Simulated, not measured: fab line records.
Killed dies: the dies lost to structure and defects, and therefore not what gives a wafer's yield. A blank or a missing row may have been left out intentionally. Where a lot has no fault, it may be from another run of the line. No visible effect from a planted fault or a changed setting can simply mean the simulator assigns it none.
Matching of chambers | flow berkeley-cmos170 | cmp-02 running UCB170_V2_CMP_02: 4 sister chambers
The step polishes SiO2. 8 wafers are shown with their chamber, then 12 later ones without.

## EACH WAFER AND ITS CHAMBER
wafer  | chamber | motor-current-A (A)
L083.6 | 3       | 18.6
L084.1 | 2       | 17.4
L086.3 | 0       | 18.2
L086.4 | 1       | 15.9
L086.6 | 0       | 19.2
L089.1 | 2       | 15.8
L089.2 | 3       | 18.0
L089.3 | 1       | 15.1

## WAFERS WITHOUT THEIR CHAMBER
wafer  | motor-current-A (A)
L091.1 | 16.2
L091.2 | 18.2
L091.5 | 19.3
L095.3 | 16.8
L095.4 | 15.8
L095.5 | 16.3
L094.1 | 19.5
L094.3 | 16.6
L094.6 | 16.7
L096.1 | 19.8
L096.3 | 16.7
L096.5 | 16.3

## EACH ONE'S CHAMBER
wafer  | from the rows above          | in truth
L091.1 | can't be placed: 2 or 1      | 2
L091.2 | can't be placed: 3 or 0 or 2 | 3
L091.5 | can't be placed: 0 or 3      | 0
L095.3 | can't be placed: 2 or 1 or 3 | 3
L095.4 | can't be placed: 1 or 2      | 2
L095.5 | can't be placed: 2 or 1      | 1
L094.1 | can't be placed: 0 or 3      | 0
L094.3 | can't be placed: 2 or 1      | 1
L094.6 | can't be placed: 2 or 1 or 3 | 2
L096.1 | can't be placed: 0 or 3      | 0
L096.3 | can't be placed: 2 or 1 or 3 | 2
L096.5 | can't be placed: 2 or 1      | 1
0 of 12 placed correctly. These rows do not allow placing 12 (true chamber among the candidates in 12). Number placed wrongly: 0.
How it was worked out, from the rows above alone: a wafer's distance from a chamber is the root of the sum, over the readings, of the square of ((its reading less the chamber's mean) divided by the reading's scatter). The wafer belongs to the nearest chamber; if the next one is less than 2 further off, it can't be placed. For every chamber, the mean is computed from those of its wafers that are shown. The scatter is the square root of a quotient: the sum, over the shown wafers, of each reading's squared deviation from its chamber's mean, divided by wafers minus chambers.
